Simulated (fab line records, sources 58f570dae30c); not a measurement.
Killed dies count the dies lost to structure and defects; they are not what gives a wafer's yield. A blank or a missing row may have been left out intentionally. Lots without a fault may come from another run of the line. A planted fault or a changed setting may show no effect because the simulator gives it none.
Chamber matching + flow berkeley-cmos170 + UCB170_V1_ETCH_14 on rie-diel-03: 4 sister chambers
The step etches SiO2 in CHF3/CF4/Ar, stops on Al, target depth 1250 nm, time 291 s. 4 wafers are shown with their chamber, then 7 later ones without.

WAFERS, EACH WITH ITS CHAMBER
| wafer  | chamber | drypump-motor-current-A (A) |
|--------|---------|-----------------------------|
| L869.3 | 3       | 5.70                        |
| L873.1 | 1       | 5.21                        |
| L873.6 | 2       | 5.88                        |
| L876.5 | 0       | 5.35                        |

WAFERS WHOSE CHAMBER IS MISSING
| wafer  | drypump-motor-current-A (A) |
|--------|-----------------------------|
| L876.6 | 5.72                        |
| L882.2 | 5.88                        |
| L882.5 | 5.88                        |
| L882.6 | 5.22                        |
| L884.1 | 5.37                        |
| L884.4 | 5.74                        |
| L884.5 | 5.35                        |

THE CHAMBER EACH PASSED THROUGH
| wafer  | from the rows above | in truth |
|--------|---------------------|----------|
| L876.6 | 3                   | 3        |
| L882.2 | 2                   | 2        |
| L882.5 | 2                   | 2        |
| L882.6 | 1                   | 1        |
| L884.1 | 0                   | 0        |
| L884.4 | 3                   | 3        |
| L884.5 | 0                   | 0        |
Correct placement for 7 of the 7. Number that these rows cannot place: 0. Placed wrongly: 0.
How it was worked out, from the rows above alone: a wafer's distance from a chamber is the root of the sum, over the readings, of the square of ((its reading less the chamber's mean) divided by the reading's scatter). If the next closest chamber is less than 2 further off than the closest, the wafer can't be placed; otherwise it belongs to the closest. The mean given for a chamber averages the wafers shown for that chamber. The scatter (one wafer shown for each chamber): square how far every hidden wafer sits from the nearest shown wafer, average those squares and take the square root.
